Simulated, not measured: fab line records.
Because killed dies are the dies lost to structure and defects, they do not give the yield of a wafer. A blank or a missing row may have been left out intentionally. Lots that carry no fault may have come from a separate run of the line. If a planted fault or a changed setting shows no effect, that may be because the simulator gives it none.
fab line records || flow ritCmos
record: {"lots": 6, "wafers": 18, "lastDay": 7}
route steps=202 shown NRETRO@54 PRETRO@64 M1@202
lots that met no fault: taken from a fault-free run of the same line
startH: hours from the record's first day to the start of the lot's first wafer shown || waitH: hours since the lot's step before || " as in the row above || L1.1+2: a single row standing in for several wafers || - value missing, or start not given || * or withheld: withheld || < > ~ a bound
route shown NAME@n: NAME is a module with steps in the file, n the number in the route of the first one || usual: mean and standard deviation over wafers with no fault || same: alike in all rows || chamber/n: place in a boat || sites: each site's reading || _std_site: the values' standard deviation || _edge_site: mean of outer sites minus mean of inner sites || radiusMm: how far each site lies from the wafer's centre || mask NAME#n: copy n || behind: the most recent tool/chamber to have shaped the wafer || hold: why the lot was held/for how many hours/how that ended || device: whichever transistor did not switch (one of n, p or np) || end of line: the same wafers' tests at the end of the route || a step without rows: its recipe alone || killed: at the first sort, the dies lost to defects and structure; wafer yield is something else || map: a wafer's dies, marking killed ones x, the rest . and places with no die _
set.NAME: the setting that was run; set.NAME@STEP: the one run at that earlier step || model.NAME: the simulator's own value behind a step, which no gauge read
lots at some steps of the route; a table a step, a row a wafer
services: a tool's chamber out of use, with start hour (startH, from the record's first day; less than 0 if before it), hours out, and reason
== steps ==
step: RIT_NRETRO_COAT_01
recipe: {"resist": "NOVOLAK", "spinRpm": 2000, "resistThkNm": 1300}
step: RIT_NRETRO_SOFTBAKE_02
recipe: {"resist": "NOVOLAK", "tempC": 90, "timeS": 60}
step: RIT_NRETRO_EXPOSE_03
recipe: {"maskId": "M4", "na": 0.57, "targetCdNm": 43900, "doseMj": 250}
step: RIT_NRETRO_PEB_04
recipe: {"resist": "NOVOLAK", "tempC": "withheld", "timeS": "withheld"}
step: RIT_NRETRO_DEVELOP_05
recipe: {"resist": "NOVOLAK", "developTimeS": 68, "devTempC": 23}
step: RIT_NRETRO_OVL_MEAS_06
usual: {"NRETRO_OVL": "1.0/1.2"}
{"lot.wafer": "L790.2", "tool": "overlay-02", "chamber": "-", "startH": 39.84, "waitH": "-", "NRETRO_OVL[nm]": 1.4}
{"lot.wafer": "L790.4", "tool": "overlay-02", "chamber": "-", "startH": 39.84, "waitH": "-", "NRETRO_OVL[nm]": 2.2}
{"lot.wafer": "L790.6", "tool": "overlay-02", "chamber": "-", "startH": 39.84, "waitH": "-", "NRETRO_OVL[nm]": 1.3}
{"lot.wafer": "L791.1", "tool": "overlay-01", "chamber": "-", "startH": 45.07, "waitH": "-", "NRETRO_OVL[nm]": 1.7}
{"lot.wafer": "L791.4", "tool": "overlay-01", "chamber": "-", "startH": 45.07, "waitH": "-", "NRETRO_OVL[nm]": 2.8}
{"lot.wafer": "L791.6", "tool": "overlay-01", "chamber": "-", "startH": 45.07, "waitH": "-", "NRETRO_OVL[nm]": 2.4}
{"lot.wafer": "L793.1", "tool": "overlay-01", "chamber": "-", "startH": 54.10, "waitH": "-", "NRETRO_OVL[nm]": 2.0}
{"lot.wafer": "L793.5", "tool": "overlay-01", "chamber": "-", "startH": 54.10, "waitH": "-", "NRETRO_OVL[nm]": 3.5}
{"lot.wafer": "L793.6", "tool": "overlay-01", "chamber": "-", "startH": 54.10, "waitH": "-", "NRETRO_OVL[nm]": 1.3}
{"lot.wafer": "L802.1", "tool": "overlay-01", "chamber": "-", "startH": 100.12, "waitH": "-", "NRETRO_OVL[nm]": 1.0}
{"lot.wafer": "L802.2", "tool": "overlay-01", "chamber": "-", "startH": 100.12, "waitH": "-", "NRETRO_OVL[nm]": 0.4}
{"lot.wafer": "L802.6", "tool": "overlay-01", "chamber": "-", "startH": 100.12, "waitH": "-", "NRETRO_OVL[nm]": 2.0}
{"lot.wafer": "L804.1", "tool": "overlay-02", "chamber": "-", "startH": 110.22, "waitH": "-", "NRETRO_OVL[nm]": 1.0}
{"lot.wafer": "L804.3", "tool": "overlay-02", "chamber": "-", "startH": 110.22, "waitH": "-", "NRETRO_OVL[nm]": 0.4}
{"lot.wafer": "L804.4", "tool": "overlay-02", "chamber": "-", "startH": 110.22, "waitH": "-", "NRETRO_OVL[nm]": 1.7}
{"lot.wafer": "L809.1", "tool": "overlay-02", "chamber": "-", "startH": 134.78, "waitH": "-", "NRETRO_OVL[nm]": 0.0}
{"lot.wafer": "L809.2", "tool": "overlay-02", "chamber": "-", "startH": 134.78, "waitH": "-", "NRETRO_OVL[nm]": 0.4}
{"lot.wafer": "L809.6", "tool": "overlay-02", "chamber": "-", "startH": 134.78, "waitH": "-", "NRETRO_OVL[nm]": -0.3}
step: RIT_NRETRO_HARDBAKE_07
recipe: {"resist": "NOVOLAK", "tempC": 140, "timeS": 120}
step: RIT_NRETRO_IMPLANT_08
recipe: {"species": "P", "energyKev": 70, "doseCm2": 1e+13, "tiltDeg": 7}
step: RIT_NRETRO_STRIP_09
recipe: {"chemistry": "O2", "timeS": 180, "resist": "NOVOLAK", "platenTempC": "withheld", "powerW": 500, "pressureMtorr": 4000, "o2FlowSccm": 4000}
usual: {"drypumpMotorCurrentA": "5.7/0.57"}
same: {"timeS": 180}
{"lot.wafer": "L790.2", "tool": "plasmaAsher-01", "chamber": 0, "startH": 40.27, "waitH": 0.1, "drypumpMotorCurrentA": 5.2, "rfHoursCounterH": 39}
{"lot.wafer": "L790.4", "tool": "plasmaAsher-01", "chamber": 1, "startH": 40.27, "waitH": 0.1, "drypumpMotorCurrentA": 5.9, "rfHoursCounterH": "-"}
{"lot.wafer": "L790.6", "tool": "plasmaAsher-01", "chamber": 1, "startH": 40.27, "waitH": 0.1, "drypumpMotorCurrentA": 6.0, "rfHoursCounterH": "-"}
{"lot.wafer": "L791.1", "tool": "plasmaAsher-04", "chamber": 0, "startH": 45.51, "waitH": 0.1, "drypumpMotorCurrentA": 5.8, "rfHoursCounterH": 40}
{"lot.wafer": "L791.4", "tool": "plasmaAsher-04", "chamber": 1, "startH": 45.51, "waitH": 0.1, "drypumpMotorCurrentA": 6.5, "rfHoursCounterH": "-"}
{"lot.wafer": "L791.6", "tool": "plasmaAsher-04", "chamber": 0, "startH": 45.51, "waitH": 0.1, "drypumpMotorCurrentA": 5.8, "rfHoursCounterH": "-"}
{"lot.wafer": "L793.1", "tool": "plasmaAsher-04", "chamber": 0, "startH": 54.53, "waitH": 0.1, "drypumpMotorCurrentA": 5.8, "rfHoursCounterH": 42}
{"lot.wafer": "L793.5", "tool": "plasmaAsher-04", "chamber": 1, "startH": 54.53, "waitH": 0.1, "drypumpMotorCurrentA": 6.5, "rfHoursCounterH": "-"}
{"lot.wafer": "L793.6", "tool": "plasmaAsher-04", "chamber": 0, "startH": 54.53, "waitH": 0.1, "drypumpMotorCurrentA": 5.8, "rfHoursCounterH": "-"}
{"lot.wafer": "L802.1", "tool": "plasmaAsher-03", "chamber": 1, "startH": 100.55, "waitH": 0.1, "drypumpMotorCurrentA": 6.1, "rfHoursCounterH": 30}
{"lot.wafer": "L802.2", "tool": "plasmaAsher-03", "chamber": 0, "startH": 100.55, "waitH": 0.1, "drypumpMotorCurrentA": 4.9, "rfHoursCounterH": 30}
{"lot.wafer": "L802.6", "tool": "plasmaAsher-03", "chamber": 0, "startH": 100.55, "waitH": 0.1, "drypumpMotorCurrentA": 4.9, "rfHoursCounterH": "-"}
{"lot.wafer": "L804.1", "tool": "plasmaAsher-04", "chamber": 0, "startH": 110.66, "waitH": 0.1, "drypumpMotorCurrentA": 5.8, "rfHoursCounterH": 49}
{"lot.wafer": "L804.3", "tool": "plasmaAsher-04", "chamber": 1, "startH": 110.66, "waitH": 0.1, "drypumpMotorCurrentA": 6.5, "rfHoursCounterH": "-"}
{"lot.wafer": "L804.4", "tool": "plasmaAsher-04", "chamber": 0, "startH": 110.66, "waitH": 0.1, "drypumpMotorCurrentA": 5.8, "rfHoursCounterH": "-"}
{"lot.wafer": "L809.1", "tool": "plasmaAsher-01", "chamber": 0, "startH": 135.22, "waitH": 0.1, "drypumpMotorCurrentA": 5.2, "rfHoursCounterH": 52}
{"lot.wafer": "L809.2", "tool": "plasmaAsher-01", "chamber": 1, "startH": 135.22, "waitH": 0.1, "drypumpMotorCurrentA": 6.0, "rfHoursCounterH": 52}
{"lot.wafer": "L809.6", "tool": "plasmaAsher-01", "chamber": 1, "startH": 135.22, "waitH": 0.1, "drypumpMotorCurrentA": 6.0, "rfHoursCounterH": "-"}
step: RIT_NRETRO_TW_MEAS_10
usual: {"NRETRO_TW": "1042/6.3"}
{"lot.wafer": "L790.2", "tool": "filmMetro-02", "chamber": "-", "startH": 40.45, "waitH": 0.1, "NRETRO_TW": 1037}
{"lot.wafer": "L790.4", "tool": "filmMetro-02", "chamber": "-", "startH": 40.45, "waitH": 0.1, "NRETRO_TW": 1041}
{"lot.wafer": "L790.6", "tool": "filmMetro-02", "chamber": "-", "startH": 40.45, "waitH": 0.1, "NRETRO_TW": 1032}
{"lot.wafer": "L791.1", "tool": "filmMetro-04", "chamber": "-", "startH": 45.69, "waitH": 0.1, "NRETRO_TW": 1043}
{"lot.wafer": "L791.4", "tool": "filmMetro-04", "chamber": "-", "startH": 45.69, "waitH": 0.1, "NRETRO_TW": 1042}
{"lot.wafer": "L791.6", "tool": "filmMetro-04", "chamber": "-", "startH": 45.69, "waitH": 0.1, "NRETRO_TW": 1047}
{"lot.wafer": "L793.1", "tool": "filmMetro-04", "chamber": "-", "startH": 54.71, "waitH": 0.1, "NRETRO_TW": 1033}
{"lot.wafer": "L793.5", "tool": "filmMetro-04", "chamber": "-", "startH": 54.71, "waitH": 0.1, "NRETRO_TW": 1032}
{"lot.wafer": "L793.6", "tool": "filmMetro-04", "chamber": "-", "startH": 54.71, "waitH": 0.1, "NRETRO_TW": 1035}
{"lot.wafer": "L802.1", "tool": "filmMetro-04", "chamber": "-", "startH": 100.73, "waitH": 0.1, "NRETRO_TW": 1044}
{"lot.wafer": "L802.2", "tool": "filmMetro-04", "chamber": "-", "startH": 100.73, "waitH": 0.1, "NRETRO_TW": 1045}
{"lot.wafer": "L802.6", "tool": "filmMetro-04", "chamber": "-", "startH": 100.73, "waitH": 0.1, "NRETRO_TW": 1041}
{"lot.wafer": "L804.1", "tool": "filmMetro-02", "chamber": "-", "startH": 110.83, "waitH": 0.1, "NRETRO_TW": 1037}
{"lot.wafer": "L804.3", "tool": "filmMetro-02", "chamber": "-", "startH": 110.83, "waitH": 0.1, "NRETRO_TW": 1047}
{"lot.wafer": "L804.4", "tool": "filmMetro-02", "chamber": "-", "startH": 110.83, "waitH": 0.1, "NRETRO_TW": 1044}
{"lot.wafer": "L809.1", "tool": "filmMetro-03", "chamber": "-", "startH": 135.39, "waitH": 0.1, "NRETRO_TW": 1049}
{"lot.wafer": "L809.2", "tool": "filmMetro-03", "chamber": "-", "startH": 135.39, "waitH": 0.1, "NRETRO_TW": 1048}
{"lot.wafer": "L809.6", "tool": "filmMetro-03", "chamber": "-", "startH": 135.39, "waitH": 0.1, "NRETRO_TW": 1047}
step: RIT_PRETRO_HMDS_00
recipe: {"primeTimeS": 60, "primeTempC": 140}
step: RIT_PRETRO_COAT_01
recipe: {"resist": "NOVOLAK", "spinRpm": 2000, "resistThkNm": 1300}
step: RIT_PRETRO_SOFTBAKE_02
recipe: {"resist": "NOVOLAK", "tempC": 90, "timeS": 60}
usual: {"heaterPowerTotalW": "34.56/0.054", "plateTempC": "90.01/0.13"}
same: {"timeS": 60}
{"lot.wafer": "L790.2", "tool": "lithoTrack-03", "chamber": 0, "startH": 40.91, "waitH": 0.1, "heaterPowerTotalW": 34.52, "plateTempC": 90.21}
{"lot.wafer": "L790.4", "tool": "lithoTrack-03", "chamber": 0, "startH": 40.91, "waitH": 0.1, "heaterPowerTotalW": 34.67, "plateTempC": 89.96}
{"lot.wafer": "L790.6", "tool": "lithoTrack-03", "chamber": 0, "startH": 40.91, "waitH": 0.1, "heaterPowerTotalW": 34.55, "plateTempC": 90.14}
{"lot.wafer": "L791.1", "tool": "lithoTrack-03", "chamber": 0, "startH": 46.12, "waitH": 0.1, "heaterPowerTotalW": 34.94, "plateTempC": 90.88}
{"lot.wafer": "L791.4", "tool": "lithoTrack-03", "chamber": 0, "startH": 46.12, "waitH": 0.1, "heaterPowerTotalW": 35.12, "plateTempC": 90.92}
{"lot.wafer": "L791.6", "tool": "lithoTrack-03", "chamber": 0, "startH": 46.12, "waitH": 0.1, "heaterPowerTotalW": 35.03, "plateTempC": 91.07}
{"lot.wafer": "L793.1", "tool": "lithoTrack-03", "chamber": 0, "startH": 55.07, "waitH": 0.1, "heaterPowerTotalW": 35.07, "plateTempC": 90.81}
{"lot.wafer": "L793.5", "tool": "lithoTrack-03", "chamber": 0, "startH": 55.07, "waitH": 0.1, "heaterPowerTotalW": 35.11, "plateTempC": 90.81}
{"lot.wafer": "L793.6", "tool": "lithoTrack-03", "chamber": 0, "startH": 55.07, "waitH": 0.1, "heaterPowerTotalW": 35.10, "plateTempC": 90.68}
{"lot.wafer": "L802.1", "tool": "lithoTrack-01", "chamber": 0, "startH": 101.09, "waitH": 0.1, "heaterPowerTotalW": 34.64, "plateTempC": 89.86}
{"lot.wafer": "L802.2", "tool": "lithoTrack-01", "chamber": 0, "startH": 101.09, "waitH": 0.1, "heaterPowerTotalW": 34.59, "plateTempC": 89.82}
{"lot.wafer": "L802.6", "tool": "lithoTrack-01", "chamber": 0, "startH": 101.09, "waitH": 0.1, "heaterPowerTotalW": 34.62, "plateTempC": 89.92}
{"lot.wafer": "L804.1", "tool": "lithoTrack-04", "chamber": 0, "startH": 111.19, "waitH": 0.1, "heaterPowerTotalW": 34.47, "plateTempC": 90.09}
{"lot.wafer": "L804.3", "tool": "lithoTrack-04", "chamber": 0, "startH": 111.19, "waitH": 0.1, "heaterPowerTotalW": 34.56, "plateTempC": 90.00}
{"lot.wafer": "L804.4", "tool": "lithoTrack-04", "chamber": 0, "startH": 111.19, "waitH": 0.1, "heaterPowerTotalW": 34.57, "plateTempC": 90.18}
{"lot.wafer": "L809.1", "tool": "lithoTrack-03", "chamber": 0, "startH": 135.75, "waitH": 0.1, "heaterPowerTotalW": 34.60, "plateTempC": 89.92}
{"lot.wafer": "L809.2", "tool": "lithoTrack-03", "chamber": 0, "startH": 135.75, "waitH": 0.1, "heaterPowerTotalW": 34.63, "plateTempC": 89.99}
{"lot.wafer": "L809.6", "tool": "lithoTrack-03", "chamber": 0, "startH": 135.75, "waitH": 0.1, "heaterPowerTotalW": 34.52, "plateTempC": 90.10}
step: RIT_PRETRO_EXPOSE_03
recipe: {"maskId": "M5", "na": 0.57, "targetCdNm": 43700, "doseMj": 250}
step: RIT_M1_PROBE_99
usual: {"killed_at_M0_to_M3": "0.0/0.16", "killedAtContacts": "0.1/0.3", "killedAtFrontEnd": "7.1/3", "killedDies": "7.3/3", "killedOpen": "3.6/2", "killedShort": "3.5/1.9"}
same: {"grossDies": 264, "killed_at_M4_up": 0, "killedAtBackSide": 0, "killedAtOther": 0}
{"lot.wafer": "L790.2", "tool": "prober-01", "chamber": "-", "startH": 68.22, "waitH": 0.1, "killed_at_M0_to_M3": 0, "killedAtContacts": 0, "killedAtFrontEnd": 13, "killedDies": 13, "killedOpen": 10, "killedShort": 3}
{"lot.wafer": "L790.4", "tool": "prober-01", "chamber": "-", "startH": 68.32, "waitH": 0.2, "killed_at_M0_to_M3": 0, "killedAtContacts": 0, "killedAtFrontEnd": 8, "killedDies": 8, "killedOpen": 4, "killedShort": 4}
{"lot.wafer": "L790.6", "tool": "prober-01", "chamber": "-", "startH": 68.42, "waitH": 0.2, "killed_at_M0_to_M3": 0, "killedAtContacts": 0, "killedAtFrontEnd": 9, "killedDies": 9, "killedOpen": 7, "killedShort": 2}
{"lot.wafer": "L791.1", "tool": "prober-02", "chamber": "-", "startH": 74.46, "waitH": 0.1, "killed_at_M0_to_M3": 0, "killedAtContacts": 0, "killedAtFrontEnd": 8, "killedDies": 8, "killedOpen": 2, "killedShort": 6}
{"lot.wafer": "L791.4", "tool": "prober-02", "chamber": "-", "startH": 74.61, "waitH": 0.2, "killed_at_M0_to_M3": 0, "killedAtContacts": 0, "killedAtFrontEnd": 9, "killedDies": 9, "killedOpen": 6, "killedShort": 3}
{"lot.wafer": "L791.6", "tool": "prober-02", "chamber": "-", "startH": 74.71, "waitH": 0.2, "killed_at_M0_to_M3": 1, "killedAtContacts": 0, "killedAtFrontEnd": 6, "killedDies": 7, "killedOpen": 2, "killedShort": 4}
{"lot.wafer": "L793.1", "tool": "prober-02", "chamber": "-", "startH": 81.15, "waitH": 0.1, "killed_at_M0_to_M3": 0, "killedAtContacts": 0, "killedAtFrontEnd": 9, "killedDies": 9, "killedOpen": 3, "killedShort": 6}
{"lot.wafer": "L793.5", "tool": "prober-02", "chamber": "-", "startH": 81.35, "waitH": 0.2, "killed_at_M0_to_M3": 0, "killedAtContacts": 0, "killedAtFrontEnd": 9, "killedDies": 9, "killedOpen": 6, "killedShort": 3}
{"lot.wafer": "L793.6", "tool": "prober-02", "chamber": "-", "startH": 81.40, "waitH": 0.2, "killed_at_M0_to_M3": 0, "killedAtContacts": 0, "killedAtFrontEnd": 4, "killedDies": 4, "killedOpen": 2, "killedShort": 2}
{"lot.wafer": "L802.1", "tool": "prober-01", "chamber": "-", "startH": 128.67, "waitH": 0.1, "killed_at_M0_to_M3": 0, "killedAtContacts": 0, "killedAtFrontEnd": 7, "killedDies": 7, "killedOpen": 4, "killedShort": 3}
{"lot.wafer": "L802.2", "tool": "prober-01", "chamber": "-", "startH": 128.72, "waitH": 0.1, "killed_at_M0_to_M3": 0, "killedAtContacts": 0, "killedAtFrontEnd": 9, "killedDies": 9, "killedOpen": 5, "killedShort": 4}
{"lot.wafer": "L802.6", "tool": "prober-01", "chamber": "-", "startH": 128.92, "waitH": 0.2, "killed_at_M0_to_M3": 0, "killedAtContacts": 0, "killedAtFrontEnd": 8, "killedDies": 8, "killedOpen": 3, "killedShort": 5}
{"lot.wafer": "L804.1", "tool": "prober-01", "chamber": "-", "startH": 138.37, "waitH": 0.1, "killed_at_M0_to_M3": 0, "killedAtContacts": 0, "killedAtFrontEnd": 5, "killedDies": 5, "killedOpen": 4, "killedShort": 1}
{"lot.wafer": "L804.3", "tool": "prober-01", "chamber": "-", "startH": 138.47, "waitH": 0.2, "killed_at_M0_to_M3": 0, "killedAtContacts": 0, "killedAtFrontEnd": 6, "killedDies": 6, "killedOpen": 5, "killedShort": 1}
{"lot.wafer": "L804.4", "tool": "prober-01", "chamber": "-", "startH": 138.52, "waitH": 0.2, "killed_at_M0_to_M3": 0, "killedAtContacts": 0, "killedAtFrontEnd": 4, "killedDies": 4, "killedOpen": 1, "killedShort": 3}
{"lot.wafer": "L809.1", "tool": "prober-02", "chamber": "-", "startH": 161.63, "waitH": 0.1, "killed_at_M0_to_M3": 0, "killedAtContacts": 0, "killedAtFrontEnd": 8, "killedDies": 8, "killedOpen": 5, "killedShort": 3}
{"lot.wafer": "L809.2", "tool": "prober-02", "chamber": "-", "startH": 161.68, "waitH": 0.1, "killed_at_M0_to_M3": 0, "killedAtContacts": 0, "killedAtFrontEnd": 5, "killedDies": 5, "killedOpen": 3, "killedShort": 2}
{"lot.wafer": "L809.6", "tool": "prober-02", "chamber": "-", "startH": 161.88, "waitH": 0.2, "killed_at_M0_to_M3": 0, "killedAtContacts": 1, "killedAtFrontEnd": 13, "killedDies": 14, "killedOpen": 8, "killedShort": 6}
killed by level:class
L790.2 GATE:geometricParticle:open=5 SPACER:geometricParticle:open=4 FOX2:geometricParticle:open=1 FOX2:geometricParticle:short=1 GATE:geometricParticle:short=1 SPACER:geometricParticle:short=1
L790.4 GATE:geometricParticle:short=2 SILICIDE:geometricParticle:open=2 FOX1:geometricParticle:short=1 REOX:geometricParticle:open=1 SPACER:geometricParticle:open=1 SPACER:geometricParticle:short=1
L790.6 GATE:geometricParticle:open=4 SPACER:geometricParticle:open=3 GATE:geometricParticle:short=2
L791.1 REOX:geometricParticle:short=3 FOX1:geometricParticle:short=1 GATE:geometricParticle:open=1 GATE:geometricParticle:short=1 SPACER:geometricParticle:open=1 SPACER:geometricParticle:short=1
L791.4 GATE:geometricParticle:open=3 REOX:geometricParticle:short=2 FOX1:geometricParticle:open=1 GATE:geometricParticle:short=1 REOX:geometricParticle:open=1 SPACER:geometricParticle:open=1
L791.6 GATE:geometricParticle:short=2 FOX1:geometricParticle:open=1 FOX2:geometricParticle:short=1 GATE:geometricParticle:open=1 REOX:geometricParticle:short=1 M1:coatMicrobubblePrinted=1
L793.1 GATE:geometricParticle:short=2 GATE:geometricParticle:open=2 SILICIDE:geometricParticle:short=2 FOX1:geometricParticle:short=1 FOX2:geometricParticle:open=1 REOX:geometricParticle:short=1
L793.5 GATE:geometricParticle:open=3 REOX:geometricParticle:open=2 FOX1:geometricParticle:short=1 FOX2:geometricParticle:short=1 GATE:geometricParticle:short=1 SILICIDE:geometricParticle:open=1
L793.6 GATE:geometricParticle:open=2 GATE:geometricParticle:short=2
L802.1 SPACER:geometricParticle:short=2 FOX1:geometricParticle:open=1 GATE:geometricParticle:short=1 GATE:geometricParticle:open=1 REOX:geometricParticle:open=1 SPACER:geometricParticle:open=1
L802.2 SPACER:geometricParticle:short=3 FOX2:geometricParticle:open=2 FOX1:geometricParticle:open=1 GATE:geometricParticle:short=1 REOX:geometricParticle:open=1 SPACER:geometricParticle:open=1
L802.6 SPACER:geometricParticle:open=3 SPACER:geometricParticle:short=2 FOX1:geometricParticle:short=1 FOX2:geometricParticle:short=1 GATE:geometricParticle:short=1
L804.1 GATE:geometricParticle:open=3 FOX1:geometricParticle:open=1 FOX1:geometricParticle:short=1
L804.3 GATE:geometricParticle:open=2 FOX2:geometricParticle:open=1 REOX:geometricParticle:open=1 SPACER:geometricParticle:short=1 SPACER:geometricParticle:open=1
L804.4 GATE:geometricParticle:short=2 GATE:geometricParticle:open=1 REOX:geometricParticle:short=1
L809.1 FOX1:geometricParticle:open=1 FOX1:geometricParticle:short=1 FOX2:geometricParticle:open=1 GATE:geometricParticle:short=1 REOX:geometricParticle:open=1 SPACER:geometricParticle:open=1 SILICIDE:geometricParticle:short=1 SILICIDE:geometricParticle:open=1
L809.2 FOX1:geometricParticle:open=1 GATE:geometricParticle:short=1 GATE:geometricParticle:open=1 SILICIDE:geometricParticle:short=1 SILICIDE:geometricParticle:open=1
L809.6 FOX1:geometricParticle:open=2 GATE:geometricParticle:open=2 GATE:geometricParticle:short=2 REOX:geometricParticle:short=2 SILICIDE:geometricParticle:open=2 ACTIVE:geometricParticle:short=1 FOX1:geometricParticle:short=1 REOX:geometricParticle:open=1
== services ==
{"tool": "plasmaAsher-03", "chamber": "-", "startH": 44.61, "hours": 4.5, "kind": "repair"}
{"tool": "plasmaAsher-03", "chamber": "-", "startH": 110.13, "hours": 0.6, "kind": "repair"}
== key ==
firstSign: {"step": "RIT_PRETRO_SOFTBAKE_02", "reading": "heaterPowerTotalW", "direction": "up", "sigmas": 9.2, "usual": 34.56, "struck": 35.06}
effect: {"step": "RIT_PRETRO_SOFTBAKE_02", "reading": "plateTempC", "direction": "up", "sigmas": 6.5, "usual": "*", "struck": "*"}
metAt RIT_PRETRO_SOFTBAKE_02
struckWafers L791.1,L791.4,L791.6,L793.1,L793.5,L793.6
testerLeftOut L791,L793
onsetBetween 40.91 46.12
fault: {"kind": "processParameterDrift", "tool": "lithoTrack-03", "chamber": "-", "onsetH": 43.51, "steps": "RIT_PRETRO_SOFTBAKE_02", "channel": "tempC", "offset": "*", "shape": "step", "endH": 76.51, "actsIn": "*", "stated": "*"}
testerLeftOut: of these lots the tester's yield and bins aren't shown, on N5 and GAA mostly nor the transistor test; their killed dies are dies lost to structure and defects alone, not to doping, threshold or leakage, so they don't give the yield
